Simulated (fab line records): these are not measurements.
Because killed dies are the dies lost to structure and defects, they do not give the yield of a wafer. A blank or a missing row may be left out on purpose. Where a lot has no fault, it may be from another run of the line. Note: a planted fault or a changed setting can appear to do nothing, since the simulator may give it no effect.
The same fault as seen by 2 desks / flow berkeley cmos170 / each desk has only its own numbers; what lay behind them comes last

AT THE METROLOGY DESK
What the gauges read for every lot (on any tool): the sampled wafers with a number, averaged. Marked OUT: a lot whose mean sits more than 4 standard deviations from the usual mean, which makes it out of limits; the brackets give that distance.
Columns: A = V2_OVL at UCB170_V2_OVL_MEAS_13, usual -2 nm; B = M3_OVL at UCB170_M3_OVL_MEAS_16, usual 1 nm
lot=L419; first seen here=day 9 17:28; A=-4; B=-2
lot=L421; first seen here=day 9 18:26; A=-6; B=-2
lot=L420; first seen here=day 9 19:31; A=7; B=1
lot=L417; first seen here=day 9 21:04; A=-4; B=0
lot=L422; first seen here=day 10 05:55; A=-3; B=3
lot=L423; first seen here=day 10 06:53; A=5; B=4
lot=L426; first seen here=day 11 02:07; A=-2; B=-11
lot=L425; first seen here=day 11 02:14; A=-5; B=7
lot=L427; first seen here=day 11 16:32; A=-1; B=-1
lot=L428; first seen here=day 11 17:40; A=7; B=5
lot=L429; first seen here=day 11 19:44; A=-4; B=-5
lot=L430; first seen here=day 11 19:59; A=-4; B=10
lot=L433; first seen here=day 13 07:43; A=-8; B=-6
lot=L439; first seen here=day 13 21:56; A=1; B=8
lot=L437; first seen here=day 13 22:38; A=3; B=7
This desk found nothing out of limits on any of the 15 lots.

AT THE TOOL OWNER'S DESK: plasma asher-04
The tool's own readings at UCB170_PWELL_STRIP_16 (strips in O2): means of the sampled wafers that have a number, for each lot that ran on this tool. Marked OUT: a lot whose mean sits more than 4 standard deviations from the usual mean, which makes it out of limits; the brackets give that distance.
Columns: A = drypump motor current A at UCB170_PWELL_STRIP_16, usual 5.5 A; B = oes product au at UCB170_PWELL_STRIP_16, usual 0.720 a.u.; C = strip time to endpoint s at UCB170_PWELL_STRIP_16, usual 18.04 s
lot=L419; first seen here=day 3 22:38; A=5.1; B=0.720; C=17.99
lot=L420; first seen here=day 4 04:07; A=5.0; B=0.718; C=18.12
lot=L422; first seen here=day 4 15:06; A=5.0; B=0.722; C=17.98
lot=L425; first seen here=day 5 11:36; A=5.1; B=0.719; C=18.17
lot=L426; first seen here=day 5 18:16; A=5.3; B=0.720; C=18.12
lot=L427; first seen here=day 5 22:30; A=5.2; B=0.717; C=17.98
lot=L429; first seen here=day 6 07:22; A=5.3; B=0.719; C=18.05
lot=L433; first seen here=day 7 04:00; A=5.3; B=0.723; C=17.91
This desk found nothing out of limits on any of the 8 lots.

TAKEN TOGETHER
At the metrology desk, nothing out of limits was observed.
Nothing out of limits was seen by the tool owner's desk.

WHAT THE SIMULATOR HAD PUT IN
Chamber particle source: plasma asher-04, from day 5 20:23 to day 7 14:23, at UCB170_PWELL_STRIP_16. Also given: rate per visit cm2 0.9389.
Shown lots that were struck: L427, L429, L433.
